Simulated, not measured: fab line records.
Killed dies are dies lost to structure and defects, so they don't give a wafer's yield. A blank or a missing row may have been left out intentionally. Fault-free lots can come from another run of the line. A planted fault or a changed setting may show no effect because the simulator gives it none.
fab line records    flow rit_cmos
record: lots: 6  wafers: 18  last_day: 7
route steps=202 shown PWELL@44 WELLDRIVE@50 NWELL@51 NRETRO@53 M1@202
lots that met no fault: from a run of the same line without faults
start_h: hours from the record's opening day to when the first of the lot's shown wafers began    wait_h: hours from the lot's prior step to this one    " unchanged from the row above    L1.1+2: several wafers, shown together as one row    - either no value or no given start    * or withheld: withheld    < > ~ a bound
route shown NAME@n: a module of which the file shows steps, and the number in the route of the first    usual: mean and standard deviation over wafers with no fault    same: alike in all rows    chamber/n: place in a boat    sites: per-site readings    _std_site: how widely they spread, as a standard deviation    _edge_site: inner sites' mean taken away from outer sites' mean    radius_mm: for every site, how far away it sits from the centre of the wafer    mask NAME#n: copy n    behind: the tool/chamber that last shaped the wafer    hold: cause of the lot's hold/its duration in hours/its outcome    device: the n, p or np transistor that did not switch    end of line: tests run on the same wafers once the route is complete    a step with no rows: only its recipe    killed: not the wafer's yield, but the dies lost to structure and defects at the first sort    map: per-die view of a wafer (x killed, . not killed, _ where there is no die)
set.NAME: the run value of the setting; set.NAME@STEP: its run value at that earlier step    model.NAME: the simulator's own value behind a step, which no gauge read
a table for each step, a row for each wafer; lots at some steps of the route
services: the hour from which a tool's chamber was out of use, counted from the record's first day as start_h (under 0 if before that day), plus the number of hours and why
== steps ==
step: RIT_PWELL_DEVELOP_05
recipe: resist: NOVOLAK  develop_time_s: 68  dev_temp_c: 23
step: RIT_PWELL_OVL_MEAS_06
usual: PWELL_OVL: -1.3/1.4
lot.wafer  tool        chamber  start_h  wait_h  PWELL_OVL[nm]
L232.2     overlay-02  -        29.64    -       -1.8
L232.3     "           -        "        "       -1.9
L232.6     "           -        "        "       -2.6
L241.1     overlay-02  -        74.05    -       0.3
L241.2     "           -        "        "       -1.3
L241.3     "           -        "        "       -2.5
L245.1     overlay-02  -        94.20    -       -3.5
L245.3     "           -        "        "       -0.8
L245.4     "           -        "        "       -3.4
L249.1     overlay-01  -        116.16   -       0.4
L249.2     "           -        "        "       0.2
L249.6     "           -        "        "       -1.0
L251.2     overlay-02  -        120.06   -       0.3
L251.4     "           -        "        "       -1.0
L251.6     "           -        "        "       -1.9
L255.1     overlay-01  -        137.26   -       -0.8
L255.2     "           -        "        "       -1.9
L255.3     "           -        "        "       -0.6
step: RIT_PWELL_HARDBAKE_07
recipe: resist: NOVOLAK  temp_c: 140  time_s: 120
step: RIT_PWELL_IMPLANT_08
recipe: species: B  energy_kev: 170  dose_cm2: 7e+13  tilt_deg: 7
step: RIT_PWELL_STRIP_09
recipe: chemistry: O2  time_s: 180  resist: NOVOLAK  platen_temp_c: withheld  power_w: 500  pressure_mtorr: 4000  o2_flow_sccm: 4000
usual: chamber_pressure_mTorr: 4000/3.7  drypump_motor_current_A: 5.79/0.28
lot.wafer  tool             chamber  start_h  wait_h  chamber_pressure_mTorr  drypump_motor_current_A  rf_hours_counter_h
L232.2     plasma_asher-04  0        30.07    0.1     4001                    6.22                     20
L232.3     "                0        "        "       4006                    6.23                     -
L232.6     "                1        "        "       4005                    5.47                     -
L241.1     plasma_asher-04  1        74.49    0.1     4001                    5.50                     25
L241.2     "                0        "        "       4001                    6.20                     25
L241.3     "                0        "        "       4001                    6.23                     -
L245.1     plasma_asher-04  0        94.64    0.1     4006                    6.16                     28
L245.3     "                1        "        "       4002                    5.47                     -
L245.4     "                0        "        "       3993                    6.17                     -
L249.1     plasma_asher-04  1        116.60   0.1     3999                    5.50                     32
L249.2     "                0        "        "       4000                    6.16                     32
L249.6     "                0        "        "       4000                    6.19                     -
L251.2     plasma_asher-03  1        120.49   0.1     3997                    5.66                     49
L251.4     "                0        "        "       3998                    5.82                     -
L251.6     "                0        "        "       3999                    5.84                     -
L255.1     plasma_asher-03  0        137.70   0.1     4007                    5.84                     51
L255.2     "                1        "        "       4004                    5.61                     51
L255.3     "                1        "        "       3997                    5.64                     -
step: RIT_PWELL_TW_MEAS_10
usual: PWELL_TW: 945/9.8
lot.wafer  tool           chamber  start_h  wait_h  PWELL_TW
L232.2     film_metro-03  -        30.26    0.1     932
L232.3     "              -        "        "       929
L232.6     "              -        "        "       930
L241.1     film_metro-04  -        74.67    0.1     955
L241.2     "              -        "        "       961
L241.3     "              -        "        "       961
L245.1     film_metro-03  -        94.81    0.1     937
L245.3     "              -        "        "       934
L245.4     "              -        "        "       942
L249.1     film_metro-04  -        116.78   0.1     958
L249.2     "              -        "        "       947
L249.6     "              -        "        "       951
L251.2     film_metro-01  -        120.67   0.1     946
L251.4     "              -        "        "       950
L251.6     "              -        "        "       952
L255.1     film_metro-01  -        137.87   0.1     952
L255.2     "              -        "        "       953
L255.3     "              -        "        "       957
step: RIT_WELLDRIVE_ANNEAL_00
recipe: temp_c: 1100  time_s: 14700  ambient: N2
step: RIT_WELLDRIVE_RS_MEAS_01
recipe: thk_meas_gauge: four-point-probe
usual: NWELL_RS: 278.8/0.79
lot.wafer  tool           chamber  start_h  wait_h  NWELL_RS[ohm/sq]
L232.2     film_metro-01  -        35.41    0.0     278.8
L232.3     "              -        "        "       279.3
L232.6     "              -        "        "       279.7
L241.1     film_metro-04  -        80.19    0.0     278.5
L241.2     "              -        "        "       278.8
L241.3     "              -        "        "       278.9
L245.1     film_metro-04  -        100.40   0.0     277.9
L245.3     "              -        "        "       277.6
L245.4     "              -        "        "       278.0
L249.1     film_metro-03  -        121.92   0.0     278.6
L249.2     "              -        "        "       277.6
L249.6     "              -        "        "       278.4
L251.2     film_metro-03  -        127.02   0.0     279.4
L251.4     "              -        "        "       278.2
L251.6     "              -        "        "       278.2
L255.1     film_metro-04  -        143.90   0.0     278.4
L255.2     "              -        "        "       278.8
L255.3     "              -        "        "       278.7
step: RIT_WELLDRIVE_RS_MEAS_02
recipe: thk_meas_gauge: four-point-probe
usual: PWELL_RS: 429.1/1.3
lot.wafer  tool           chamber  start_h  wait_h  PWELL_RS[ohm/sq]
L232.2     film_metro-01  -        35.53    0.1     429.4
L232.3     "              -        "        "       428.0
L232.6     "              -        "        "       431.2
L241.1     film_metro-04  -        80.31    0.1     427.5
L241.2     "              -        "        "       426.3
L241.3     "              -        "        "       426.8
L245.1     film_metro-04  -        100.52   0.1     426.6
L245.3     "              -        "        "       425.9
L245.4     "              -        "        "       427.3
L249.1     film_metro-03  -        122.04   0.1     428.9
L249.2     "              -        "        "       429.2
L249.6     "              -        "        "       428.2
L251.2     film_metro-03  -        127.14   0.1     430.9
L251.4     "              -        "        "       430.6
L251.6     "              -        "        "       429.5
L255.1     film_metro-04  -        144.02   0.1     428.8
L255.2     "              -        "        "       429.2
L255.3     "              -        "        "       428.8
step: RIT_NRETRO_HMDS_00
recipe: prime_time_s: 60  prime_temp_c: 140
step: RIT_NRETRO_COAT_01
recipe: resist: NOVOLAK  spin_rpm: 2000  resist_thk_nm: 1300
step: RIT_NRETRO_SOFTBAKE_02
recipe: resist: NOVOLAK  temp_c: 90  time_s: 60
step: RIT_NRETRO_EXPOSE_03
recipe: mask_id: M4  na: 0.57  target_cd_nm: 43900  dose_mj: 250
same: na: 0.57
lot.wafer   tool              chamber  start_h  wait_h  mask  model.NRETRO.overlay_x_nm
L232.2+3+6  iline_stepper-02  0        36.23    0.2     M4#0  0.2608
L241.1+2+3  iline_stepper-02  0        80.88    0.1     M4#0  -0.06233
L245.1+3+4  iline_stepper-02  0        101.22   0.2     M4#0  0.5174
L249.1+2+6  iline_stepper-02  0        122.73   0.2     M4#0  6148
L251.2+4+6  iline_stepper-02  0        127.84   0.2     M4#0  6148
L255.1+2+3  iline_stepper-01  0        144.76   0.2     M4#0  -0.717
step: RIT_NRETRO_PEB_04
recipe: resist: NOVOLAK  temp_c: withheld  time_s: withheld
step: RIT_NRETRO_DEVELOP_05
recipe: resist: NOVOLAK  develop_time_s: 68  dev_temp_c: 23
step: RIT_NRETRO_OVL_MEAS_06
usual: NRETRO_OVL: -0.4/1.4
lot.wafer  tool        chamber  start_h  wait_h  NRETRO_OVL[nm]
L232.2     overlay-02  -        36.75    -       0.2
L232.3     "           -        "        "       -0.3
L232.6     "           -        "        "       -2.3
L241.1     overlay-02  -        81.31    -       -1.6
L241.2     "           -        "        "       -1.4
L241.3     "           -        "        "       -1.9
L245.1     overlay-01  -        101.65   -       1.8
L245.3     "           -        "        "       0.7
L245.4     "           -        "        "       -1.2
L249.1     overlay-02  -        123.16   -       -
L249.2     "           -        "        "       -
L249.6     "           -        "        "       -
L251.2     overlay-02  -        128.25   -       -
L251.4     "           -        "        "       -
L251.6     "           -        "        "       -
L255.1     overlay-01  -        145.19   -       -1.5
L255.2     "           -        "        "       0.2
L255.3     "           -        "        "       -1.6
step: RIT_NRETRO_HARDBAKE_07
recipe: resist: NOVOLAK  temp_c: 140  time_s: 120
step: RIT_M1_PROBE_99
usual: killed_at_front_end: 6.8/2.9  killed_dies: 6.8/2.9  killed_on_rim: 1.9/1.4  killed_open: 3.3/1.9  killed_short: 3.5/2
same: gross_dies: 264  killed_at_M0_to_M3: 0  killed_at_M4_up: 0  killed_at_back_side: 0  killed_at_contacts: 0  killed_at_other: 0
lot.wafer  tool       chamber  start_h  wait_h  killed_at_front_end  killed_dies  killed_on_rim  killed_open  killed_short  model.etest.pmos_0p3.r_on_ohm_um  model.etest.pmos_turned.r_on_ohm_um  model.etest.pmos_0p15.r_on_ohm_um  model.etest.nmos_0p3.r_on_ohm_um  model.etest.nmos_turned.drive_ua_um  model.etest.nmos_0p15.drive_ua_um  model.etest.nmos_0p15.r_on_ohm_um  model.etest.pmos_turned.drive_ua_um
L232.2     prober-01  -        69.65    0.1     7                    7            2              6            1             5988                              3248                                 2633                               2123                              339.7                                473.3                              1113                               204.9
L232.3     prober-01  -        69.70    0.2     5                    5            0              2            3             5868                              3220                                 2616                               2100                              338.7                                467.3                              1112                               208.6
L232.6     prober-01  -        69.85    0.2     9                    9            4              4            5             5856                              3244                                 2624                               2115                              338.6                                466                                1116                               205.8
L241.1     prober-02  -        117.00   0.4     6                    6            2              4            2             5928                              3358                                 2646                               2027                              336.5                                494.1                              1062                               193.9
L241.2     prober-02  -        117.05   0.4     14                   14           5              6            8             5964                              3333                                 2683                               2057                              349.9                                494                                1096                               198.4
L241.3     prober-02  -        117.10   0.5     8                    8            2              4            4             5956                              3380                                 2702                               2067                              336.8                                486.9                              1128                               193.8
L245.1     prober-02  -        132.36   0.1     4                    4            1              2            2             6059                              3303                                 2640                               2108                              353.5                                489.7                              1091                               203.7
L245.3     prober-02  -        132.46   0.2     8                    8            2              2            6             6031                              3288                                 2606                               2114                              354.2                                509.1                              1084                               201.8
L245.4     prober-02  -        132.51   0.2     6                    6            2              1            4             6160                              3327                                 2654                               2114                              354.5                                494.2                              1076                               199.9
L249.1     prober-02  -        153.87   0.1     264                  264          70             9            2             4944                              2681                                 2234                               1809                              489.2                                602.3                              985.7                              291.6
L249.2     prober-02  -        153.92   0.1     264                  264          70             2            0             4932                              2669                                 2228                               1810                              489.2                                599.8                              966.1                              288.6
L249.6     prober-02  -        154.12   0.2     264                  264          70             5            4             5006                              2736                                 2267                               1837                              475.7                                593.6                              989                                285.2
L251.2     prober-02  -        158.89   0.1     264                  264          70             2            4             4967                              2742                                 2300                               1873                              450.9                                569.8                              1031                               282.4
L251.4     prober-02  -        158.99   0.2     264                  264          70             2            2             4949                              2707                                 2251                               1838                              450.7                                582.9                              998.4                              285.3
L251.6     prober-02  -        159.09   0.2     264                  264          70             3            3             4924                              2672                                 2228                               1839                              458.7                                585.5                              990.2                              290.9
L255.1     prober-02  -        175.71   0.1     3                    3            0              2            1             5909                              3305                                 2677                               2094                              343.6                                478.8                              1132                               201.8
L255.2     prober-02  -        175.76   0.1     7                    7            2              2            5             5942                              3331                                 2677                               2083                              340.3                                485.4                              1112                               199.6
L255.3     prober-02  -        175.81   0.2     3                    3            1              1            2             5902                              3286                                 2661                               2092                              348.1                                484.4                              1141                               209
killed by level:class
L232.2 SPACER:geometric_particle:open=3 GATE:geometric_particle:open=2 FOX1:geometric_particle:open=1 FOX1:geometric_particle:short=1
L232.3 FOX2:geometric_particle:short=2 FOX1:geometric_particle:open=1 FOX1:geometric_particle:short=1 SILICIDE:geometric_particle:open=1
L232.6 GATE:geometric_particle:short=2 GATE:geometric_particle:open=2 REOX:geometric_particle:short=2 FOX1:geometric_particle:open=1 SPACER:geometric_particle:open=1 SILICIDE:geometric_particle:short=1
L241.1 REOX:geometric_particle:open=2 FOX2:geometric_particle:short=1 GATE:geometric_particle:open=1 GATE:geometric_particle:short=1 SPACER:geometric_particle:open=1
L241.2 GATE:geometric_particle:open=4 GATE:geometric_particle:short=4 REOX:geometric_particle:short=2 SILICIDE:geometric_particle:open=2 FOX1:geometric_particle:short=1 SILICIDE:geometric_particle:short=1
L241.3 GATE:geometric_particle:open=4 FOX1:geometric_particle:short=1 GATE:geometric_particle:short=1 SPACER:geometric_particle:short=1 SILICIDE:geometric_particle:short=1
L245.1 GATE:geometric_particle:open=2 FOX2:geometric_particle:short=1 GATE:geometric_particle:short=1
L245.3 FOX1:geometric_particle:short=2 GATE:geometric_particle:short=2 GATE:geometric_particle:open=2 SPACER:geometric_particle:short=2
L245.4 SILICIDE:geometric_particle:short=2 FOX2:geometric_particle:short=1 GATE:geometric_particle:short=1 SILICIDE:geometric_particle:open=1 NRETRO:coat_microbubble_printed=1
L249.1 NRETRO:overlay=253 GATE:geometric_particle:open=5 SPACER:geometric_particle:open=2 FOX1:geometric_particle:open=1 GATE:geometric_particle:short=1 REOX:geometric_particle:open=1 SPACER:geometric_particle:short=1
L249.2 NRETRO:overlay=262 GATE:geometric_particle:open=1 SILICIDE:geometric_particle:open=1
L249.6 NRETRO:overlay=255 GATE:geometric_particle:short=2 GATE:geometric_particle:open=2 SPACER:geometric_particle:open=2 FOX1:geometric_particle:short=1 REOX:geometric_particle:open=1 SPACER:geometric_particle:short=1
L251.2 NRETRO:overlay=258 GATE:geometric_particle:short=3 GATE:geometric_particle:open=2 SILICIDE:geometric_particle:short=1
L251.4 NRETRO:overlay=260 GATE:geometric_particle:short=1 SPACER:geometric_particle:short=1 SPACER:geometric_particle:open=1 SILICIDE:geometric_particle:open=1
L251.6 NRETRO:overlay=258 FOX1:geometric_particle:short=1 FOX1:geometric_particle:open=1 SPACER:geometric_particle:short=1 SPACER:geometric_particle:open=1 SILICIDE:geometric_particle:open=1 SILICIDE:geometric_particle:short=1
L255.1 FOX1:geometric_particle:open=1 REOX:geometric_particle:short=1 REOX:geometric_particle:open=1
L255.2 REOX:geometric_particle:short=2 ACTIVE:geometric_particle:open=1 FOX1:geometric_particle:short=1 FOX2:geometric_particle:open=1 FOX2:geometric_particle:short=1 GATE:geometric_particle:short=1
L255.3 GATE:geometric_particle:short=1 SILICIDE:geometric_particle:open=1 SILICIDE:geometric_particle:short=1
map L249.1 (x killed, . not)
________xxxxxxx_______
_____xxxxxxxxxxxxx____
____xxxxxxxxxxxxxxx___
___xxxxxxxxxxxxxxxxx__
__xxxxxxxxxxxxxxxxxxx_
__xxxxxxxxxxxxxxxxxxx_
_xxxxxxxxxxxxxxxxxxxxx
_xxxxxxxxxxxxxxxxxxxxx
_xxxxxxxxxxxxxxxxxxxxx
_xxxxxxxxxxxxxxxxxxxxx
__xxxxxxxxxxxxxxxxxxx_
__xxxxxxxxxxxxxxxxxxx_
___xxxxxxxxxxxxxxxxx__
____xxxxxxxxxxxxxxx___
_____xxxxxxxxxxxxx____
________xxxxxxx_______
map L251.2 (x killed, . not)
________xxxxxxx_______
_____xxxxxxxxxxxxx____
____xxxxxxxxxxxxxxx___
___xxxxxxxxxxxxxxxxx__
__xxxxxxxxxxxxxxxxxxx_
__xxxxxxxxxxxxxxxxxxx_
_xxxxxxxxxxxxxxxxxxxxx
_xxxxxxxxxxxxxxxxxxxxx
_xxxxxxxxxxxxxxxxxxxxx
_xxxxxxxxxxxxxxxxxxxxx
__xxxxxxxxxxxxxxxxxxx_
__xxxxxxxxxxxxxxxxxxx_
___xxxxxxxxxxxxxxxxx__
____xxxxxxxxxxxxxxx___
_____xxxxxxxxxxxxx____
________xxxxxxx_______
== services ==
tool              chamber  start_h  hours  kind
iline_stepper-01  -        14.34    11.3   repair
iline_stepper-02  0        17.34    -      calibration
plasma_asher-04   -        22.17    2.4    repair
iline_stepper-01  -        56.46    3.6    repair
plasma_asher-03   -        91.42    15.0   pm
iline_stepper-02  -        92.58    1.7    pm
== key ==
first_sign: step: RIT_NRETRO_OVL_MEAS_06  reading: NRETRO_OVL  direction: missing
effect: step: RIT_M1_PROBE_99  reading: killed_dies  direction: up  sigmas: 89  usual: 6.8  struck: 264
model_effect: step: RIT_NRETRO_EXPOSE_03  value: NRETRO.overlay_x_nm  without: 1.554  struck: 6148
model_effect: step: RIT_M1_PROBE_99  value: etest.pmos_0p3.r_on_ohm_um  without: 6130  struck: 4954
more_kills_born_at: RIT_NRETRO_EXPOSE_03@iline_stepper-02: 1546
met_at RIT_NRETRO_EXPOSE_03
struck_wafers L249.1,L249.2,L249.6,L251.2,L251.4,L251.6
tester_left_out L249,L251
onset_between 101.22 122.73
fault: kind: scanner_matching_overlay  tool: iline_stepper-02  chamber: -  onset_h: 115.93  steps: RIT_NRETRO_EXPOSE_03  offset: 6146.7
tester_left_out: of these lots the tester's yield and bins aren't shown, on N5 and GAA mostly nor the transistor test; their killed dies are dies lost to structure and defects alone, not to doping, threshold or leakage, so they don't give the yield
